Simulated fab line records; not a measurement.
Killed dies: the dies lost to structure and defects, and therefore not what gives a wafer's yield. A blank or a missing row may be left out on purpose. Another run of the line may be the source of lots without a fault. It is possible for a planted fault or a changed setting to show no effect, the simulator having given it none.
What tool caused it?    flow berkeleyCmos170    6 lots with 18 wafers sampled at 3 steps, on a route of 331 steps

== WHAT THE GAUGES SHOWED, per wafer ==
UCB170_PVT_TW_MEAS_09.
lot   measured      on            PVT_TW
L311  day 6 11:54   filmMetro-03  514 513 513
L318  day 7 18:46   filmMetro-04  1043 1045 1046 1042 1044 1046
L319  day 7 18:19   filmMetro-04  1052 1041 1049 1049 1038 1045
L323  day 8 12:55   filmMetro-04  508 506 510
L327  day 9 14:39   filmMetro-02  507 504 504
L331  day 10 04:03  filmMetro-04  504 505 506

== EACH LOT AND THE TOOL THAT RAN IT (in order: tool; ch and the chambers of the sampled wafers; start) ==
lot   UCB170_ACTIVE_PEB_11             UCB170_PVT_IMPLANT_07
L311  lithoTrack-03 ch 0, day 4 14:29  implanter-03 ch 0, day 6 11:40
L318  lithoTrack-04 ch 0, day 6 06:05  implanter-03 ch 0, day 7 18:32
L319  lithoTrack-02 ch 0, day 6 06:32  implanter-03 ch 0, day 7 18:05
L323  lithoTrack-04 ch 0, day 7 05:08  implanter-04 ch 0, day 8 12:40
L327  lithoTrack-03 ch 0, day 8 00:59  implanter-04 ch 0, day 9 14:26
L331  lithoTrack-04 ch 0, day 8 17:22  implanter-04 ch 0, day 10 03:51
- UCB170_ACTIVE_PEB_11
- UCB170_PVT_IMPLANT_07

== THE ANSWER, worked out from the rows above alone ==
Rule: what is usual is taken from the lots themselves. The widest of any qualifying gaps counts: lots, ordered by their means at a reading, are off when they make up no more than a third of the lots, leave a main group of 4 or more, and stand apart from it by 3 or more times the standard deviation of that group's means. The tables above print the reading to a certain number of digits; a main group whose means all agree to those digits is not used. A lot without any number at a reading at which 4 lots or more have one is off too. Any other lot the step has rows for is counted as sound.
Off: at UCB170_PVT_TW_MEAS_09 (PVT_TW), L318, L319. For the main group the mean is 508 and the standard deviation 3.4.
A tool fits if, at a process step before that reading, it ran every lot that is off, and no sound lot after the first of them. Gauges at UCB170_PVT_TW_MEAS_09: tried the same way as those tools. One candidate fits, namely implanter-03 at UCB170_PVT_IMPLANT_07. A fault onset in the window from L311 (day 6 11:40, its last sound lot) to L319 (day 7 18:05, its first lot off) fits.

== WHAT THE SIMULATOR PUT IN ==
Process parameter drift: implanter-03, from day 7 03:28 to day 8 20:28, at UCB170_PVT_IMPLANT_07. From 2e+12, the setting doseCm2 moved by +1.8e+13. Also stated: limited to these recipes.
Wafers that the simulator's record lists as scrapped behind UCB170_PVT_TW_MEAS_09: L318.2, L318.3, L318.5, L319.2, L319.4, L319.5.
Shown lots that were struck: L319, L318. The rule above reached the same finding.
